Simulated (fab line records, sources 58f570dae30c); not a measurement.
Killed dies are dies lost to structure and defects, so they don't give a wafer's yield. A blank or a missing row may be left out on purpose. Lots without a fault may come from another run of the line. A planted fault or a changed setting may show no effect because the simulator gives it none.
A struck lot beside a sound one | flow berkeley_cmos170 | 21 steps out of a route of 331
Sound: wafers L656.1, L656.3, L656.6. Struck: wafers L665.1, L665.4, L665.6. The cause comes at the end.
At each step with rows: each side's tool, then ch and its chambers, then its first start. Under that, the readings that differ: sound wafers | struck wafers | difference of the means | sigmas: that difference in standard deviations of wafers without a fault.
alike: readings whose means differ by less than 2 such deviations, and words and numbers that are the same on both sides. not compared: withheld readings, readings that some wafer has no value for, bounds like >300 that may hide the same value, and numbers for which the record gives no deviation and whose values overlap.
The two part at a step that has a row with sigmas, a row that says differs or no value, or rows on one side only. Numbers that don't overlap but have no deviation are shown without sigmas and don't part them. A reading that every wafer of one side lacks parts them only if that side has two wafers or more.

first, 3 steps without rows for these wafers: UCB170_PSD_EXPOSE_03 (exposes mask PSELECT MOD, target cd 1200 nm); UCB170_PSD_PEB_04; UCB170_PSD_DEVELOP_05 (develop time 45 s).
UCB170_PSD_CD_MEAS_06: target cd 1200 nm.
  sound on cd_sem-01, day 9 00:08; struck on cd_sem-02, day 10 12:24
  alike: cd_nm
UCB170_PSD_OVL_MEAS_07:
  sound on overlay-02, day 9 00:16; struck on overlay-02, day 10 12:31
  alike: PSD_OVL
then, 1 step without rows for these wafers: UCB170_PSD_IMPLANT_08.
UCB170_PSD_STRIP_09: strips in O2.
  sound on plasma_asher-01 ch 0,1, day 9 00:27; struck on plasma_asher-04 ch 0,1, day 10 12:42
  alike: drypump_motor_current_A, oes_product_au, strip_time_to_endpoint_s
  not compared: rf_hours_counter_h
UCB170_PSD_TW_MEAS_10:
  sound on film_metro-01, day 9 00:33; struck on film_metro-01, day 10 12:48
  alike: PSD_TW
then, 4 steps without rows for these wafers: UCB170_PSD_CLEAN_11 (cleans in SPM, time 600 s); UCB170_NSD_HMDS_00 (prime time 60 s); UCB170_NSD_COAT_01 (resist thk 900 nm); UCB170_NSD_SOFTBAKE_02 (time 60 s).
UCB170_NSD_EXPOSE_03: exposes mask NSELECT MOD, target cd 1200 nm.
  sound on krf_scanner-02 ch 0, day 9 01:30; struck on krf_scanner-01 ch 0, day 10 13:38
  reading | sound                                     | struck                                    | difference | sigmas
  mask    | NSELECT_MOD#0 NSELECT_MOD#0 NSELECT_MOD#0 | PSELECT_MOD#0 PSELECT_MOD#0 PSELECT_MOD#0 | differs    |
  alike: stage_vel_mm_s
then, 2 steps without rows for these wafers: UCB170_NSD_PEB_04; UCB170_NSD_DEVELOP_05 (develop time 45 s).
UCB170_NSD_CD_MEAS_06: target cd 1200 nm.
  sound on cd_sem-01, day 9 02:02; struck on cd_sem-02, day 10 14:08
  reading    | sound                | struck | difference                    | sigmas
  cd_nm (nm) | 1198.1 1200.4 1199.7 | - - -  | no value on the struck wafers |
UCB170_NSD_OVL_MEAS_07:
  sound on overlay-02, day 9 02:09; struck on overlay-01, day 10 14:15
  reading      | sound   | struck | difference                    | sigmas
  NSD_OVL (nm) | -4 -3 6 | - - -  | no value on the struck wafers |
then, 1 step without rows for these wafers: UCB170_NSD_IMPLANT_08.
UCB170_NSD_STRIP_09: strips in O2.
  sound on plasma_asher-04 ch 0,1, day 9 02:20; struck on plasma_asher-04 ch 0,1, day 10 14:26
  alike: drypump_motor_current_A, oes_product_au, strip_time_to_endpoint_s
  not compared: rf_hours_counter_h
UCB170_NSD_TW_MEAS_10:
  sound on film_metro-03, day 9 02:26; struck on film_metro-03, day 10 14:46
  reading | sound          | struck   | difference | sigmas
  NSD_TW  | 4115 4121 4120 | 30 30 29 | -4089      | -89
  not compared: hold
then, 1 step without rows for these wafers: UCB170_M3_PROBE_99.

WHERE THEY PART
First at UCB170_NSD_EXPOSE_03; last, within this record, at UCB170_NSD_TW_MEAS_10.

WHY: what the simulator had put in
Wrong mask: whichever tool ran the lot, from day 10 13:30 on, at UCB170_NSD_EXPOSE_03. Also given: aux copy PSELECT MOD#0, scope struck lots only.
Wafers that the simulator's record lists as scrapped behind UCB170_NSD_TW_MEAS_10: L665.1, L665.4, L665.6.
